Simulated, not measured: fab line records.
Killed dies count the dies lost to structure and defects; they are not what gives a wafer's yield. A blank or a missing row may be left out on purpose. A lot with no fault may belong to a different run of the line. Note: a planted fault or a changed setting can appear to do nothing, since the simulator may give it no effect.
The tool behind it: which one?	flow berkeley cmos170	7 lots (21 wafers sampled), 1 step of a 331-step route

== WHAT THE GAUGES READ, wafer by wafer ==
UCB170_NWELL_TW_MEAS_16.
lot	measured	on	NWELL_TW
L269	day 2 19:09	film metro-03	1253 1247 1246
L275	day 3 21:41	film metro-03	1255 1251 1258
L280	day 4 23:17	film metro-01	1218 1216 1225
L283	day 5 18:25	film metro-03	1251 1252 1251
L287	day 6 19:39	film metro-02	1260 1257 1258
L289	day 7 09:21	film metro-01	1222 1230 1224
L291	day 7 17:38	film metro-01	1235 1230 1223

== EACH LOT AND THE TOOL THAT RAN IT (in order: tool; ch and the chambers of the sampled wafers; start) ==
Record: no process step prior to these readings.

== THE ANSWER, worked out from the rows above alone ==
Rule: the lots themselves supply what counts as usual. The widest of any qualifying gaps counts: lots, ordered by their means at a reading, are off when they make up no more than a third of the lots, leave a main group of 4 or more, and stand apart from it by 3 or more times the standard deviation of that group's means. Not used: any main group whose means are identical at the precision the tables above print for the reading. Also off: a lot with no number at a reading for which 4 or more lots have one. The other lots that the step has rows for count as sound.
Nothing can be told from this: no lot is off at any reading shown.

== WHAT THE SIMULATOR HAD INSERTED ==
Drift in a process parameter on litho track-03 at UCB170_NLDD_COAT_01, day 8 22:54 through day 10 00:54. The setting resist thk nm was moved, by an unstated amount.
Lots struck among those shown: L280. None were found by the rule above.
